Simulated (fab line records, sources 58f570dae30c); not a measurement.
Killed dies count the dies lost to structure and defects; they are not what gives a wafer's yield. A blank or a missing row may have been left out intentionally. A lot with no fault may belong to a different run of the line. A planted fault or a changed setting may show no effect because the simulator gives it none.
Problem report in the 8D (eight disciplines) form, filled by code | flow berkeley cmos170 | the parts of the form that need people (team, actions taken, sign-off) are left out

1. WHAT WENT WRONG
Across 9 wafers from 3 lots, NLDD_TW at UCB170_NLDD_TW_MEAS_11 averages 2067, while fault-free wafers read 2218 with a standard deviation of 17. That is -8.9 standard deviations from the usual mean.
The first sign was on wafer L357.1 at day 10 08:29, on film metro-03. The record holds 45 wafers of 15 lots with a number at this step. Rule for "out", or "out of limits": more than 4 standard deviations from the usual mean. All remaining wafers that have a number are taken as sound.

2. WHAT IT IS AND WHAT IT IS NOT
question                    | is                           | is not
which readings at this step | NLDD_TW                      | -
which lots                  | L356, L357, L359             | L344, L345, L346, L347, L349, L350, L351, L353, L354, L355, L358, L366
which wafers of those lots  | all that have a number       | -
read on which gauges        | film metro-01, film metro-03 | film metro-02
when                        | from day 10 08:29            | up to then (30 sound wafers); but 6 sound wafers of L358, L366 came after

3. WHAT RULES OUT EACH SUSPECT
Counting: a tool at any process step up to the reading remains a suspect when it ran all the lots that are out and ran no sound lot after the first of those.
- the gauge at UCB170_NLDD_TW_MEAS_11 is ruled out. The wafers that are out were read on 2 gauges (film metro-01, film metro-03).
- implanter-01 at UCB170_NLDD_IMPLANT_08: kept. It ran every lot that is out, first L357 (day 10 08:05), and no sound lot after that; its last sound lot up to then is L354 (day 9 19:26). Its own dose ions cm2, faraday current uA readings are out on those wafers.
Left after counting: implanter-01 at UCB170_NLDD_IMPLANT_08.

4. THE CAUSE (what the simulator had put in)
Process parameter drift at UCB170_NLDD_IMPLANT_08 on implanter-01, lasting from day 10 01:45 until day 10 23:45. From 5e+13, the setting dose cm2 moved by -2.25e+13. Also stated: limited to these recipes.
This tool alone remained once counting was done.

5. THE CHAIN OF EFFECTS, in route order
One row per reading whose mean, taken over the struck wafers that have a number, lies over 3 standard deviations from the usual. Scope: only readings with a usual standard deviation given in the record; hours: median across lots of the time from each lot's start at the first step in this table that gives one to its start at this step; sigmas: change in usual standard deviations.
hours | step                       | reading            | usual        | on struck wafers | change | sigmas
0     | UCB170_NLDD_IMPLANT_08     | dose ions cm2      | 5e+13        | 3e+13            | -2e+13 | -99 or more
0     | UCB170_NLDD_IMPLANT_08     | faraday current uA | 159          | 88               | -71    | -22
0     | UCB170_NLDD_TW_MEAS_11     | NLDD_TW            | 2218         | 2067             | -151   | -8.9
16    | UCB170_SDANNEAL_RS_MEAS_05 | NLDD_RS            | 616.0 ohm/sq | 729.1            | +113.1 | +81
Here are the process steps it includes:
- UCB170_NLDD_IMPLANT_08

6. HOW IT WOULD HAVE BEEN CAUGHT EARLIER
The first out-of-limits reading at a measuring or inspecting step in this record came at day 10 08:29, 7 hours after the fault's start at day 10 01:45.
Tool's own readings at UCB170_NLDD_IMPLANT_08, dose ions cm2, faraday current uA: out on all struck wafers the step has rows for; an alarm limit on them would have tripped on the first.
Of the lots that are out (3), L356, L359 began UCB170_NLDD_IMPLANT_08 on implanter-01 after day 10 08:29. A hold on the tool at that time would have spared those 2.
